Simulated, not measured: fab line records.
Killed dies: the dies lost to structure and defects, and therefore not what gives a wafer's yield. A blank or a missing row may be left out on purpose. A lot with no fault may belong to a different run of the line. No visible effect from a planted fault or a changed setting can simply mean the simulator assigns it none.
Which tool was responsible?	flow rit-cmos	6 lots with 18 wafers sampled at 3 steps, on a route of 202 steps

## WHAT THE GAUGES READ, wafer by wafer
RIT_GATE_THK_MEAS_09.
lot	measured	on	GATE_POLY_THK (nm)
L553	day 2 17:43	film-metro-02	252.1 249.6 250.1
L555	day 3 02:17	film-metro-03	248.9 247.6 247.4
L557	day 3 13:20	film-metro-02	252.9 253.4 251.1
L560	day 4 04:34	film-metro-03	252.7 254.1 254.0
L562	day 4 12:59	film-metro-02	79.3 81.2 82.0
L574	day 7 01:23	film-metro-02	254.4 253.7 250.2

## WHICH TOOL RAN EACH LOT (tool, then ch and the chambers of the sampled wafers, then the start)
lot	RIT_PRETRO_STRIP_09	RIT_GATE_CVD_08
L553	plasma-asher-01 ch 0,1, day 2 13:32	lpcvd-01 ch 1, day 2 16:05
L555	plasma-asher-01 ch 0,1, day 2 22:31	lpcvd-01 ch 1, day 3 00:40
L557	plasma-asher-02 ch 0,1, day 3 09:35	lpcvd-02 ch 1, day 3 11:43
L560	plasma-asher-02 ch 0,1, day 3 23:01	lpcvd-01 ch 1, day 4 02:56
L562	plasma-asher-01 ch 0,1, day 4 09:11	lpcvd-02 ch 1, day 4 11:22
L574	plasma-asher-04 ch 1, day 6 21:39	lpcvd-01 ch 0, day 6 23:46
- RIT_PRETRO_STRIP_09: strips in O2, time 180 s.
- RIT_GATE_CVD_08: deposits poly-Si from SiH4, target thk 250 nm, time 2220 s.

## THE ANSWER, worked out from the rows above alone
Rule: usual is defined by the lots themselves. The widest of any qualifying gaps counts: lots, ordered by their means at a reading, are off when they make up no more than a third of the lots, leave a main group of 4 or more, and stand apart from it by 3 or more times the standard deviation of that group's means. A main group whose means are all the same, to the digits that the tables above print for the reading, isn't used. A lot without any number at a reading at which 4 lots or more have one is off too. The other lots that the step has rows for count as sound.
Off: L562, seen at RIT_GATE_THK_MEAS_09 (GATE_POLY_THK). For the main group the mean is 251.5 nm and the standard deviation 2.
A tool fits if, at a process step before that reading, it ran every lot that is off, and no sound lot after the first of them. The gauges at RIT_GATE_THK_MEAS_09 are tried like those tools. 2 tools fit, plasma-asher-01 at RIT_PRETRO_STRIP_09 and lpcvd-02 at RIT_GATE_CVD_08, so this cannot tell which one it is.

## WHAT HAD BEEN PUT IN BY THE SIMULATOR
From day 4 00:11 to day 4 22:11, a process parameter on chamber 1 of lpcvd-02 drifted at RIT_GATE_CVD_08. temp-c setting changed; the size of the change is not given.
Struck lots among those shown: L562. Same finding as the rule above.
